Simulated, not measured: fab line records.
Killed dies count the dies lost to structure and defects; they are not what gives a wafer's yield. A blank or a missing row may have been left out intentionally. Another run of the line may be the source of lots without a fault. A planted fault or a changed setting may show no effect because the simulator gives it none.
fab line records	flow rit_cmos
[record] lots = 6	wafers = 18	last_day = 7
route steps=202 shown NWELL@35 PWELL@39 WELLDRIVE@50 NRETRO@53 M1@202
lots that met no fault: taken from a fault-free run of the same line
start_h: hours from the record's opening day to when the first of the lot's shown wafers began	wait_h: time in hours since the lot's previous step	" as in the row above	L1.1+2: several wafers, shown together as one row	- no value, or no start was given	* or withheld: withheld	< > ~ a bound
route shown NAME@n: NAME is a module with steps in the file, n the number in the route of the first one	usual: average and standard deviation across the fault-free wafers	same: alike in all rows	chamber/n: place in a boat	sites: readings site by site	_std_site: the standard deviation of these	_edge_site: mean of outer sites minus mean of inner sites	radius_mm: for every site, how far away it sits from the centre of the wafer	mask NAME#n: copy n	behind: the tool/chamber that last shaped the wafer	hold: what put the lot on hold/how long, in hours/how the hold closed	device: names the non-switching transistor (n, p or np)	end of line: tests run on the same wafers once the route is complete	a step given without rows: its recipe and nothing more	killed: at the first sort, the dies lost to defects and structure; wafer yield is something else	map: dies across one wafer; x = killed, . = not, _ = none there
set.NAME: the setting as run; set.NAME@STEP: as run at that earlier step	model.NAME: the simulator's own value behind a step, which no gauge read
lots at some steps of the route; a table a step, a row a wafer
services: when a tool's chamber went out of use (start_h, in hours from the record's first day, below 0 if earlier), for how many hours, and the reason
[[steps]]
[step RIT_NWELL_HARDBAKE_07]
[recipe] resist = NOVOLAK	temp_c = 140	time_s = 120
[step RIT_NWELL_IMPLANT_08]
[recipe] species = P	energy_kev = 170	dose_cm2 = 5e+13	tilt_deg = 7
[step RIT_NWELL_STRIP_09]
[recipe] chemistry = O2	time_s = 180	resist = NOVOLAK	platen_temp_c = withheld	power_w = 500	pressure_mtorr = 4000	o2_flow_sccm = 4000
[usual] drypump_motor_current_A = 5.3/0.63
lot.wafer	tool	chamber	start_h	wait_h	drypump_motor_current_A	rf_hours_counter_h
L515.1	plasma_asher-04	1	37.39	0.2	5.2	46
L515.3	"	1	"	"	5.2	-
L515.6	"	1	"	"	5.2	-
L518.1	plasma_asher-02	0	53.03	0.1	6.5	22
L518.2	"	1	"	"	4.9	22
L518.4	"	0	"	"	6.5	-
L527.3	plasma_asher-02	1	98.61	0.1	5.0	-
L527.4	"	0	"	"	6.5	-
L527.6	"	0	"	"	6.5	-
L529.1	plasma_asher-02	1	107.18	0.1	4.9	28
L529.3	"	0	"	"	6.5	-
L529.4	"	1	"	"	4.9	-
L531.3	plasma_asher-02	1	117.52	0.1	5.0	-
L531.4	"	0	"	"	6.4	-
L531.5	"	1	"	"	5.0	-
L535.1	plasma_asher-02	1	137.03	0.1	4.9	31
L535.3	"	0	"	"	6.5	-
L535.4	"	1	"	"	4.9	-
[step RIT_NWELL_TW_MEAS_10]
[usual] NWELL_TW = 2122/16
lot.wafer	tool	chamber	start_h	wait_h	NWELL_TW
L515.1	film_metro-04	-	37.57	0.1	2092
L515.3	"	-	"	"	2124
L515.6	"	-	"	"	2108
L518.1	film_metro-04	-	53.21	0.1	2099
L518.2	"	-	"	"	2111
L518.4	"	-	"	"	2102
L527.3	film_metro-01	-	98.75	0.1	2140
L527.4	"	-	"	"	2134
L527.6	"	-	"	"	2141
L529.1	film_metro-04	-	107.35	0.1	2095
L529.3	"	-	"	"	2107
L529.4	"	-	"	"	2083
L531.3	film_metro-04	-	117.66	0.1	2104
L531.4	"	-	"	"	2093
L531.5	"	-	"	"	2097
L535.1	film_metro-02	-	137.20	0.1	2140
L535.3	"	-	"	"	2136
L535.4	"	-	"	"	2136
[step RIT_PWELL_HMDS_00]
[recipe] prime_time_s = 60	prime_temp_c = 140
[step RIT_PWELL_COAT_01]
[recipe] resist = NOVOLAK	spin_rpm = 2000	resist_thk_nm = 1300
[step RIT_PWELL_SOFTBAKE_02]
[recipe] resist = NOVOLAK	temp_c = 90	time_s = 60
[step RIT_PWELL_EXPOSE_03]
[recipe] mask_id = M3	na = 0.57	target_cd_nm = 43700	dose_mj = 250
[step RIT_PWELL_PEB_04]
[recipe] resist = NOVOLAK	temp_c = withheld	time_s = withheld
[step RIT_PWELL_DEVELOP_05]
[recipe] resist = NOVOLAK	develop_time_s = 68	dev_temp_c = 23
[step RIT_PWELL_OVL_MEAS_06]
[usual] PWELL_OVL = 1.3/1.3
lot.wafer	tool	chamber	start_h	wait_h	PWELL_OVL[nm]
L515.1	overlay-01	-	38.51	-	2.7
L515.3	"	-	"	"	2.7
L515.6	"	-	"	"	2.0
L518.1	overlay-01	-	54.37	-	3.3
L518.2	"	-	"	"	2.4
L518.4	"	-	"	"	1.0
L527.3	overlay-01	-	99.81	-	-0.4
L527.4	"	-	"	"	1.2
L527.6	"	-	"	"	1.1
L529.1	overlay-01	-	108.42	-	2.4
L529.3	"	-	"	"	4.0
L529.4	"	-	"	"	1.1
L531.3	overlay-01	-	118.59	-	-0.7
L531.4	"	-	"	"	0.7
L531.5	"	-	"	"	-1.1
L535.1	overlay-01	-	138.14	-	0.6
L535.3	"	-	"	"	0.5
L535.4	"	-	"	"	0.6
[step RIT_PWELL_HARDBAKE_07]
[recipe] resist = NOVOLAK	temp_c = 140	time_s = 120
[step RIT_PWELL_IMPLANT_08]
[recipe] species = B	energy_kev = 170	dose_cm2 = 7e+13	tilt_deg = 7
[usual] dose_ions_cm2 = 7.001e+13/7.8e+10	faraday_current_uA = 223/4.6	tilt_deg = 6.999/0.02
lot.wafer	tool	chamber	start_h	wait_h	dose_ions_cm2	faraday_current_uA	tilt_deg
L515.1	implanter-01	0	38.79	0.2	7e+13	219	6.982
L515.3	"	0	"	"	7.015e+13	225	7.014
L515.6	"	0	"	"	7.001e+13	217	6.996
L518.1	implanter-04	0	54.65	0.2	7.001e+13	223	7.013
L518.2	"	0	"	"	7.011e+13	228	7.007
L518.4	"	0	"	"	7.003e+13	223	7.001
L527.3	implanter-01	0	100.13	0.2	6.348e+13	203	6.988
L527.4	"	0	"	"	6.37e+13	202	6.956
L527.6	"	0	"	"	6.362e+13	205	6.983
L529.1	implanter-01	0	108.86	0.2	6.355e+13	202	7.000
L529.3	"	0	"	"	6.341e+13	203	7.015
L529.4	"	0	"	"	6.356e+13	202	7.015
L531.3	implanter-04	0	118.91	0.2	6.997e+13	228	7.007
L531.4	"	0	"	"	6.992e+13	221	7.001
L531.5	"	0	"	"	7.004e+13	220	6.973
L535.1	implanter-03	0	138.43	0.2	6.999e+13	226	7.012
L535.3	"	0	"	"	6.993e+13	226	6.981
L535.4	"	0	"	"	7.006e+13	222	7.023
[step RIT_PWELL_STRIP_09]
[recipe] chemistry = O2	time_s = 180	resist = NOVOLAK	platen_temp_c = withheld	power_w = 500	pressure_mtorr = 4000	o2_flow_sccm = 4000
[usual] drypump_motor_current_A = 5.4/0.53
lot.wafer	tool	chamber	start_h	wait_h	drypump_motor_current_A	rf_hours_counter_h
L515.1	plasma_asher-04	0	38.94	0.1	4.8	46
L515.3	"	1	"	"	5.2	-
L515.6	"	1	"	"	5.2	-
L518.1	plasma_asher-04	0	54.80	0.1	4.8	48
L518.2	"	1	"	"	5.2	48
L518.4	"	1	"	"	5.2	-
L527.3	plasma_asher-02	1	100.29	0.1	4.9	-
L527.4	"	0	"	"	6.5	-
L527.6	"	0	"	"	6.5	-
L529.1	plasma_asher-02	0	109.01	0.1	6.5	28
L529.3	"	1	"	"	4.9	-
L529.4	"	0	"	"	6.4	-
L531.3	plasma_asher-03	0	119.07	0.1	5.8	-
L531.4	"	1	"	"	5.4	-
L531.5	"	1	"	"	5.4	-
L535.1	plasma_asher-03	1	138.58	0.1	5.4	55
L535.3	"	1	"	"	5.5	-
L535.4	"	0	"	"	5.8	-
[step RIT_PWELL_TW_MEAS_10]
[usual] PWELL_TW = 944/5.5
lot.wafer	tool	chamber	start_h	wait_h	PWELL_TW
L515.1	film_metro-04	-	39.12	0.1	940
L515.3	"	-	"	"	941
L515.6	"	-	"	"	943
L518.1	film_metro-01	-	54.98	0.1	954
L518.2	"	-	"	"	953
L518.4	"	-	"	"	957
L527.3	film_metro-02	-	100.43	0.1	917
L527.4	"	-	"	"	916
L527.6	"	-	"	"	916
L529.1	film_metro-01	-	109.18	0.1	915
L529.3	"	-	"	"	918
L529.4	"	-	"	"	917
L531.3	film_metro-02	-	119.21	0.1	949
L531.4	"	-	"	"	945
L531.5	"	-	"	"	950
L535.1	film_metro-02	-	138.75	0.1	951
L535.3	"	-	"	"	950
L535.4	"	-	"	"	947
[step RIT_WELLDRIVE_ANNEAL_00]
[recipe] temp_c = 1100	time_s = 14700	ambient = N2
[step RIT_WELLDRIVE_RS_MEAS_01]
[recipe] thk_meas_gauge = four-point-probe
[usual] NWELL_RS = 276.0/0.84
lot.wafer	tool	chamber	start_h	wait_h	NWELL_RS[ohm/sq]
L515.1	film_metro-01	-	45.22	0.0	275.0
L515.3	"	-	"	"	275.5
L515.6	"	-	"	"	275.2
L518.1	film_metro-02	-	61.00	0.0	277.1
L518.2	"	-	"	"	276.7
L518.4	"	-	"	"	276.3
L527.3	film_metro-02	-	106.28	0.0	275.3
L527.4	"	-	"	"	274.9
L527.6	"	-	"	"	274.3
L529.1	film_metro-01	-	114.33	0.0	275.7
L529.3	"	-	"	"	275.5
L529.4	"	-	"	"	275.5
L531.3	film_metro-04	-	124.65	0.0	277.0
L531.4	"	-	"	"	276.6
L531.5	"	-	"	"	276.7
L535.1	film_metro-04	-	144.95	0.0	275.5
L535.3	"	-	"	"	275.7
L535.4	"	-	"	"	275.9
[step RIT_WELLDRIVE_RS_MEAS_02]
[recipe] thk_meas_gauge = four-point-probe
[usual] PWELL_RS = 429.7/1.5
lot.wafer	tool	chamber	start_h	wait_h	PWELL_RS[ohm/sq]
L515.1	film_metro-01	-	45.34	0.1	428.3
L515.3	"	-	"	"	427.9
L515.6	"	-	"	"	428.5
L518.1	film_metro-02	-	61.12	0.1	429.0
L518.2	"	-	"	"	428.2
L518.4	"	-	"	"	427.7
L527.3	film_metro-02	-	106.40	0.1	457.8
L527.4	"	-	"	"	459.5
L527.6	"	-	"	"	456.5
L529.1	film_metro-01	-	114.45	0.1	457.8
L529.3	"	-	"	"	458.3
L529.4	"	-	"	"	458.3
L531.3	film_metro-04	-	124.77	0.1	429.6
L531.4	"	-	"	"	431.1
L531.5	"	-	"	"	431.1
L535.1	film_metro-04	-	145.07	0.1	429.5
L535.3	"	-	"	"	428.9
L535.4	"	-	"	"	428.5
[step RIT_NRETRO_HMDS_00]
[recipe] prime_time_s = 60	prime_temp_c = 140
[step RIT_M1_PROBE_99]
[usual] killed_at_contacts = 0.0/0.22	killed_at_front_end = 6.6/3	killed_dies = 6.6/3	killed_open = 3.4/2	killed_short = 3.2/2
[same] gross_dies = 264	killed_at_M0_to_M3 = 0	killed_at_M4_up = 0	killed_at_back_side = 0	killed_at_other = 0
lot.wafer	tool	chamber	start_h	wait_h	killed_at_contacts	killed_at_front_end	killed_dies	killed_open	killed_short	model.etest.nmos_0p3.r_on_ohm_um	model.etest.pwell_pinched.rs_ohm_sq	model.etest.pwell.rs_ohm_sq	model.etest.nmos_0p15.drive_ua_um	model.etest.nmos_narrow.drive_ua_um	model.etest.nmos_0p3.drive_ua_um	model.etest.well_edge_right.line_ohm_um	model.etest.well_edge_left.line_ohm_um
L515.1	prober-02	-	78.70	0.1	0	7	7	3	4	2103	446.8	413.1	474.2	232.9	230	184.6	184.6
L515.3	prober-02	-	78.80	0.2	0	5	5	5	0	2120	454.1	408.6	478.2	234.3	234.9	184.9	183.9
L515.6	prober-02	-	78.95	0.2	0	4	4	3	1	2127	452.1	413.9	467.7	229.7	228.5	182	185.9
L518.1	prober-01	-	94.37	0.1	0	4	4	2	2	2165	450.1	407.3	455.2	218	216.4	181.5	182.3
L518.2	prober-01	-	94.42	0.1	0	6	6	2	4	2180	454.8	409.5	459.3	218.8	219.5	182.6	182.6
L518.4	prober-01	-	94.52	0.2	0	5	5	2	3	2149	452.5	413.8	470.2	220.4	218.5	182.9	182.2
L527.3	prober-01	-	138.54	0.2	0	12	12	8	4	2118	493.5	452.7	492	231.9	231.1	175.9	176.8
L527.4	prober-01	-	138.59	0.2	0	2	2	0	2	2078	483.5	445.8	488.5	235.6	236.4	177.5	175.7
L527.6	prober-01	-	138.69	0.2	0	7	7	5	2	2107	480.9	443.3	488	234.1	235.5	177.4	178.4
L529.1	prober-01	-	144.57	0.1	0	6	6	3	3	2080	472.8	436.2	506.1	237.6	238.9	181.3	179.5
L529.3	prober-01	-	144.67	0.2	0	5	5	4	1	2127	482.4	433.7	488.1	236.3	236.1	178.4	177
L529.4	prober-01	-	144.72	0.2	0	6	6	5	1	2104	481.6	437.1	500	239.2	239.1	180	176.7
L531.3	prober-01	-	155.05	0.2	0	4	4	3	1	2225	467.9	415.6	435.1	213.8	212.2	183	180.7
L531.4	prober-01	-	155.10	0.2	0	7	7	5	2	2253	476.1	418.5	444.9	218.2	217.2	182	182.8
L531.5	prober-01	-	155.15	0.2	0	5	5	2	3	2232	473.6	415.4	448.8	224.2	223.2	184.6	184.1
L535.1	prober-01	-	177.28	0.1	0	7	7	1	6	2172	447.6	411.9	468.8	220.5	218.9	181.8	184.4
L535.3	prober-01	-	177.38	0.2	1	10	11	5	6	2164	452.1	407.6	452.6	215.7	216.8	182.4	182.5
L535.4	prober-01	-	177.43	0.2	0	6	6	3	3	2186	448.1	409.3	447	220.6	215.2	180.7	181.2
// killed by level:class
L515.1 FOX2:geometric_particle:short=2 GATE:geometric_particle:open=2 REOX:geometric_particle:short=2 FOX2:geometric_particle:open=1
L515.3 GATE:geometric_particle:open=2 FOX2:geometric_particle:open=1 SPACER:geometric_particle:open=1 SILICIDE:geometric_particle:open=1
L515.6 FOX1:geometric_particle:open=1 GATE:geometric_particle:short=1 SPACER:geometric_particle:open=1 SILICIDE:geometric_particle:open=1
L518.1 FOX1:geometric_particle:short=1 GATE:geometric_particle:short=1 SPACER:geometric_particle:open=1 SILICIDE:geometric_particle:open=1
L518.2 ACTIVE:geometric_particle:short=1 FOX2:geometric_particle:open=1 GATE:geometric_particle:short=1 REOX:geometric_particle:short=1 SPACER:geometric_particle:open=1 SILICIDE:geometric_particle:short=1
L518.4 FOX2:geometric_particle:short=1 GATE:geometric_particle:short=1 GATE:geometric_particle:open=1 REOX:geometric_particle:short=1 SILICIDE:geometric_particle:open=1
L527.3 FOX1:geometric_particle:open=4 GATE:geometric_particle:open=3 FOX1:geometric_particle:short=2 GATE:geometric_particle:short=2 SILICIDE:geometric_particle:open=1
L527.4 REOX:geometric_particle:short=2
L527.6 GATE:geometric_particle:open=2 REOX:geometric_particle:open=2 REOX:geometric_particle:short=1 SILICIDE:geometric_particle:short=1 SILICIDE:geometric_particle:open=1
L529.1 REOX:geometric_particle:open=2 FOX1:geometric_particle:open=1 FOX2:geometric_particle:short=1 GATE:geometric_particle:short=1 REOX:geometric_particle:short=1
L529.3 REOX:geometric_particle:open=2 FOX1:geometric_particle:open=1 GATE:geometric_particle:open=1 REOX:geometric_particle:short=1
L529.4 FOX1:geometric_particle:open=2 FOX1:geometric_particle:short=1 GATE:geometric_particle:open=1 REOX:geometric_particle:open=1 SPACER:geometric_particle:open=1
L531.3 SPACER:geometric_particle:open=2 FOX1:geometric_particle:open=1 GATE:geometric_particle:short=1
L531.4 GATE:geometric_particle:open=2 FOX1:geometric_particle:open=1 FOX2:geometric_particle:open=1 GATE:geometric_particle:short=1 REOX:geometric_particle:short=1 SPACER:geometric_particle:open=1
L531.5 FOX1:geometric_particle:short=2 FOX1:geometric_particle:open=1 GATE:geometric_particle:open=1 SPACER:geometric_particle:short=1
L535.1 FOX2:geometric_particle:short=3 FOX1:geometric_particle:short=1 FOX2:geometric_particle:open=1 GATE:geometric_particle:short=1 REOX:geometric_particle:short=1
L535.3 FOX1:geometric_particle:short=3 GATE:geometric_particle:open=2 SILICIDE:geometric_particle:open=2 FOX1:geometric_particle:open=1 SILICIDE:geometric_particle:short=1 GATE:geometric_particle:short=1 CONTACT:geometric_particle:short=1
L535.4 GATE:geometric_particle:open=2 FOX2:geometric_particle:short=1 GATE:geometric_particle:short=1 REOX:geometric_particle:short=1 REOX:geometric_particle:open=1
[[services]]
tool	chamber	start_h	hours	kind
implanter-01	-	22.80	2.8	repair
plasma_asher-03	-	27.69	0.9	repair
implanter-04	-	135.25	3.4	pm
[[key]]
[first_sign] step = RIT_PWELL_IMPLANT_08	reading = dose_ions_cm2	direction = down	sigmas = 82	usual = 7.001e+13	struck = 6.355e+13
[effect] step = RIT_PWELL_IMPLANT_08	reading = faraday_current_uA	direction = down	sigmas = 4.2	usual = 223	struck = 203
[effect] step = RIT_PWELL_TW_MEAS_10	reading = PWELL_TW	direction = down	sigmas = 5.1	usual = 944	struck = 917
[effect] step = RIT_WELLDRIVE_RS_MEAS_02	reading = PWELL_RS	direction = up	sigmas = 19	usual = 429.7	struck = 458.0
[model_effect] step = RIT_M1_PROBE_99	value = etest.nmos_0p3.r_on_ohm_um	without = 2167	struck = 2102
met_at RIT_PWELL_IMPLANT_08
struck_wafers L527.3,L527.4,L527.6,L529.1,L529.3,L529.4
tester_left_out L527,L529
[loop_trim] step = RIT_M1_EXPOSE_06	setting = dose	lots = L529
onset_between 38.79 100.13
[fault] kind = process_parameter_drift	tool = implanter-01	chamber = -	onset_h = 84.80	steps = RIT_PWELL_IMPLANT_08	channel = dose_cm2	offset = -6.4923e+12	shape = step	end_h = 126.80	acts_in = these_recipes_only	stated = 7e+13
// tester_left_out: of these lots the tester's yield and bins aren't shown, on N5 and GAA mostly nor the transistor test; their killed dies are dies lost to structure and defects alone, not to doping, threshold or leakage, so they don't give the yield
// loop_trim: a control loop set the setting to another value than it would have without faults
